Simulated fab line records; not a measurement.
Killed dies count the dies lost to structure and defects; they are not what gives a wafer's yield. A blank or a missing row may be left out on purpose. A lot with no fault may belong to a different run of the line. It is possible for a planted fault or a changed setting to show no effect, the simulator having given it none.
One fault seen from 2 desks || flow rit-cmos || every desk sees just its own numbers, and what lay behind them comes last

== THE METROLOGY DESK ==
Lot by lot, what the gauges showed, no matter which tool ran the lot: averages of those sampled wafers that carry a number. The brackets show how far a lot's mean lies from the usual mean; more than 4 standard deviations puts the lot out of limits, marked OUT.
Columns: A = cd-nm at RIT_M1_CD_MEAS_09, usual 2600.6 nm; B = M1_OVL at RIT_M1_OVL_MEAS_10, usual -0.5 nm; C = cd-nm at RIT_M1_CD_MEAS_90, usual 2600 nm; D = M1_BOW at RIT_M1_BOW_MEAS_16, usual 18 um
{"lot": "L182", "first seen here": "day 3 15:23", "A": 2599.7, "B": -0.3, "C": 2600, "D": 24}
{"lot": "L187", "first seen here": "day 4 14:46", "A": 2600.2, "B": -1.9, "C": 2602, "D": 16}
{"lot": "L188", "first seen here": "day 5 00:20", "A": 2600.8, "B": -4.1, "C": 2598, "D": 18}
{"lot": "L190", "first seen here": "day 5 03:31", "A": 2602.2, "B": 1.8, "C": 2605, "D": 20}
{"lot": "L191", "first seen here": "day 5 16:41", "A": 2601.0, "B": -1.9, "C": 2602, "D": 13}
{"lot": "L192", "first seen here": "day 5 16:59", "A": 2598.3, "B": -2.3, "C": 2596, "D": 8}
{"lot": "L193", "first seen here": "day 5 20:34", "A": 2605.2, "B": -1.2, "C": 2606, "D": 16}
This desk's verdict: no lot among the 7 shows anything out of limits.

== THE TOOL OWNER'S DESK: furnace-02 ==
Per lot that ran on this tool, the mean of the sampled wafers carrying a number, from the tool's own readings at RIT_M1_ANNEAL_15 (time 1839 s). The brackets show how far a lot's mean lies from the usual mean; more than 4 standard deviations puts the lot out of limits, marked OUT. 7 of its 8 readings are shown: the first one out of limits and those lying furthest out on some lot.
Columns: A = spike-tc-centre-C at RIT_M1_ANNEAL_15, usual 453.2 C; B = spike-tc-load-C at RIT_M1_ANNEAL_15, usual 468.7 C; C = spike-tc-source-C at RIT_M1_ANNEAL_15, usual 465.5 C; D = tube-center-temp-C at RIT_M1_ANNEAL_15, usual 450.01 C; E = tube_center_temp_C_max at RIT_M1_ANNEAL_15, usual 451.13; F = zone-power-load-pct at RIT_M1_ANNEAL_15, usual 6.60 %; G = zone-power-source-pct at RIT_M1_ANNEAL_15, usual 6.78 %
{"lot": "L182", "first seen here": "day 3 16:31", "A": 453.1, "B": 468.5, "C": 465.6, "D": 449.99, "E": 451.07, "F": 6.60, "G": 6.78}
{"lot": "L187", "first seen here": "day 4 15:48", "A": 452.1, "B": 469.8, "C": 464.2, "D": 450.02, "E": 451.08, "F": 6.64, "G": 6.83}
{"lot": "L188", "first seen here": "day 5 01:21", "A": 453.6, "B": 468.5, "C": 464.7, "D": 450.00, "E": 451.06, "F": 6.65, "G": 6.82}
{"lot": "L190", "first seen here": "day 5 04:33", "A": 453.1, "B": 469.2, "C": 466.0, "D": 450.00, "E": 451.08, "F": 6.61, "G": 6.76}
{"lot": "L191", "first seen here": "day 5 17:46", "A": "487.7 (+35) OUT", "B": "504.1 (+36) OUT", "C": "502.0 (+33) OUT", "D": "485.14 (+99 or more) OUT", "E": "486.15 (+99 or more) OUT", "F": "7.47 (+14) OUT", "G": "7.65 (+13) OUT"}
{"lot": "L192", "first seen here": "day 5 19:16", "A": "488.4 (+35) OUT", "B": "504.7 (+37) OUT", "C": "501.0 (+32) OUT", "D": "485.18 (+99 or more) OUT", "E": "486.21 (+99 or more) OUT", "F": "7.47 (+14) OUT", "G": "7.69 (+13) OUT"}
{"lot": "L193", "first seen here": "day 5 21:43", "A": "487.9 (+35) OUT", "B": "504.0 (+36) OUT", "C": "501.3 (+33) OUT", "D": "485.14 (+99 or more) OUT", "E": "486.23 (+99 or more) OUT", "F": "7.48 (+14) OUT", "G": "7.72 (+14) OUT"}
This desk finds L191, L192, L193 out of limits, L191 being first, at day 5 17:46 (spike-tc-centre-C at RIT_M1_ANNEAL_15). L182, L187, L188, L190: within limits.

== ALL TOGETHER ==
The tool owner's desk could have raised an alarm at day 5 17:46, on L191, L192, L193.
Metrology desk: nothing out of limits seen.
The metrology desk holds a record of L191, L192, L193, inside its limits.
The lots listed all ran RIT_M1_ANNEAL_15 on furnace-02.

== WHAT THE SIMULATOR PUT IN ==
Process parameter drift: furnace-02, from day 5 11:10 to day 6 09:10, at RIT_M1_ANNEAL_15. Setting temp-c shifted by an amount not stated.
Lots struck among those shown: L191, L192, L193.
How many hours passed from the start of the fault until each desk's first out-of-limits reading: the tool owner's desk, 7.
